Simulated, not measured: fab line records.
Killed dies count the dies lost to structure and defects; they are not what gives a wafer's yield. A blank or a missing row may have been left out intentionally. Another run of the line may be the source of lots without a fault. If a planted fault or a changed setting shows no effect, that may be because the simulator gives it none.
Struck lot and sound lot, side by side || flow ritCmos || 44 steps out of a route of 202
Sound: these wafers, L906.2, L906.3, L906.4. Wafers L907.2, L907.5, L907.6 were the ones struck. The cause is given at the end.
Order at every step that has rows: each side's tool, ch and its chambers, its first start. Under that, the readings that differ: sound wafers || struck wafers || difference of the means || sigmas: that difference in standard deviations of wafers without a fault.
alike: readings whose means differ by less than 2 such deviations, and words and numbers that are the same on both sides. not compared: withheld readings, readings that some wafer has no value for, bounds like >300 that may hide the same value, and numbers for which the record gives no deviation and whose values overlap.
A row with sigmas, a row that says differs or no value, or rows on one side alone: a step with any of these is where the two part. Numbers that have no deviation but don't overlap get no sigmas and don't part them. Lack of a reading on every wafer of one side parts them only where that side has two or more wafers.

first, 2 steps without rows for these wafers: RIT_NLDD_HARDBAKE_07 (time 60 s); RIT_NLDD_IMPLANT_08.
RIT_NLDD_STRIP_09: strips in O2, time 180 s.
  sound on plasmaAsher-01 ch 0,1, day 7 03:29; struck on plasmaAsher-01 ch 0,1, day 7 08:12
  alike: drypumpMotorCurrentA
  not compared: rfHoursCounterH
RIT_NLDD_TW_MEAS_10:
  sound: filmMetro-03 at day 7 03:40; struck: filmMetro-02 at day 7 08:23
  alike: NLDD_TW
then, 6 steps without rows for these wafers: RIT_PLDD_HMDS_00 (prime time 60 s); RIT_PLDD_COAT_01 (resist thk 1000 nm); RIT_PLDD_SOFTBAKE_02 (time 60 s); RIT_PLDD_EXPOSE_03 (exposes mask M8, target cd 40900 nm); RIT_PLDD_PEB_04; RIT_PLDD_DEVELOP_05 (develop time 50 s).
RIT_PLDD_OVL_MEAS_06:
  sound: overlay-02 at day 7 04:42; struck: overlay-01 at day 7 09:25
  alike: PLDD_OVL
then, 1 step without rows for these wafers: RIT_PLDD_HARDBAKE_07 (time 60 s).
RIT_PLDD_IMPLANT_08:
  sound on implanter-02 ch 0, day 7 04:54; struck on implanter-03 ch 0, day 7 09:37
{"reading": "beamEnergyKeV", "sound": "19.992 19.999 20.000", "struck": "18.402 18.399 18.398", "difference": -1.597, "sigmas": "-99 or more"}
{"reading": "model.implant.rpNm (nm)", "sound": "17.53 17.53 17.53", "struck": "15.94 15.94 15.94", "difference": -1.59, "sigmas": ""}
{"reading": "model.implant.drpNm (nm)", "sound": "9.752 9.752 9.752", "struck": "9.195 9.195 9.195", "difference": -0.557, "sigmas": ""}
  alike: doseIonsCm2, endStationPressureTorr
RIT_PLDD_STRIP_09: strips in O2, time 180 s.
  sound on plasmaAsher-02 ch 0,1, day 7 05:02; struck on plasmaAsher-01 ch 0,1, day 7 09:44
  alike: drypumpMotorCurrentA
  not compared: rfHoursCounterH
RIT_PLDD_TW_MEAS_10:
  sound: filmMetro-02 at day 7 05:13; struck: filmMetro-03 at day 7 09:56
{"reading": "PLDD_TW", "sound": "2353 2355 2354", "struck": "2294 2277 2290", "difference": -67, "sigmas": -5}
then, 4 steps without rows for these wafers: RIT_SPACER_CLEAN_00 (cleans in SC1, time 600 s); RIT_SPACER_CLEAN_01 (cleans in dHF, time 30 s); RIT_SPACER_CLEAN_02 (cleans in SC2, time 600 s); RIT_SPACER_CVD_03 (deposits Si3N4 from SiH2Cl2/NH3, target thk 250 nm, time 3300 s).
RIT_SPACER_THK_MEAS_04:
  sound: filmMetro-02 at day 7 08:41; struck: filmMetro-01 at day 7 12:16
  alike: SPACER_NITRIDE_THK
RIT_SPACER_ETCHBACK_05: etches Si3N4 in SF6/CHF3, stops on SiO2, target depth 250 nm, time 229.8 s.
  sound on rieDiel-03 ch 0,3, day 7 08:44; struck on rieDiel-03 ch 0,1, day 7 12:19
  alike: CHF3_flow_sccm, SF6_flow_sccm, drypumpMotorCurrentA, oesProductAu, throttleValvePct
  not compared: rfHoursCounterH
then, 6 steps without rows for these wafers: RIT_NSD_HMDS_00 (prime time 60 s); RIT_NSD_COAT_01 (resist thk 1000 nm); RIT_NSD_SOFTBAKE_02 (time 60 s); RIT_NSD_EXPOSE_03 (exposes mask M9, target cd 40700 nm); RIT_NSD_PEB_04; RIT_NSD_DEVELOP_05 (develop time 50 s).
RIT_NSD_OVL_MEAS_06:
  sound: overlay-02 at day 7 09:53; struck: overlay-01 at day 7 13:28
  alike: NSD_OVL
then, 2 steps without rows for these wafers: RIT_NSD_HARDBAKE_07 (time 60 s); RIT_NSD_IMPLANT_08.
RIT_NSD_STRIP_09: strips in O2, time 180 s.
  sound on plasmaAsher-01 ch 0,1, day 7 10:26; struck on plasmaAsher-01 ch 0,1, day 7 13:48
  alike: drypumpMotorCurrentA
  not compared: rfHoursCounterH
RIT_NSD_TW_MEAS_10:
  sound: filmMetro-02 at day 7 10:37; struck: filmMetro-03 at day 7 13:59
  alike: NSD_TW
then, 6 steps without rows for these wafers: RIT_PSD_HMDS_00 (prime time 60 s); RIT_PSD_COAT_01 (resist thk 1000 nm); RIT_PSD_SOFTBAKE_02 (time 60 s); RIT_PSD_EXPOSE_03 (exposes mask M10, target cd 40900 nm); RIT_PSD_PEB_04; RIT_PSD_DEVELOP_05 (develop time 50 s).
RIT_PSD_OVL_MEAS_06:
  sound: overlay-02 at day 7 11:38; struck: overlay-02 at day 7 15:03
  alike: PSD_OVL
then, 2 steps without rows for these wafers: RIT_PSD_HARDBAKE_07 (time 60 s); RIT_PSD_IMPLANT_08.
RIT_PSD_STRIP_09: strips in O2, time 180 s.
  sound on plasmaAsher-02 ch 0,1, day 7 11:58; struck on plasmaAsher-02 ch 0,1, day 7 15:23
  alike: drypumpMotorCurrentA
  not compared: rfHoursCounterH
RIT_SDANNEAL_RS_MEAS_06: uses a four-point probe to measure.
  sound: filmMetro-01 at day 7 12:54; struck: filmMetro-01 at day 7 16:18
{"reading": "PLDD_RS (ohm/sq)", "sound": "181.3 181.1 180.8", "struck": "185.1 185.5 185.8", "difference": "+4.4", "sigmas": "+6"}
RIT_M1_PROBE_99:
  sound: prober-01 at day 7 20:18; struck: prober-02 at day 7 23:56
{"reading": "model.etest.pldd.rsOhmSq", "sound": "492.7 501.4 494", "struck": "667.3 696.6 647.8", "difference": "+174.5", "sigmas": ""}
{"reading": "model.etest.pldd.lineOhmUm", "sound": "158.5 159.4 154.5", "struck": "211.2 218.4 207.3", "difference": "+54.8", "sigmas": ""}
  alike: killedAtContacts, killedAtFrontEnd, killedDies, killedOpen, killedShort

WHERE THEY PART
Last at RIT_SDANNEAL_RS_MEAS_06 as far as this record goes, first at RIT_PLDD_IMPLANT_08. Later steps at which nothing parts them and some readings are alike: RIT_M1_PROBE_99.

WHY: what had been put in by the simulator
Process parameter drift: implanter-03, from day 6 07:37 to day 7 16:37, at RIT_PLDD_IMPLANT_08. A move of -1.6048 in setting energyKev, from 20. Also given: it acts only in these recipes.
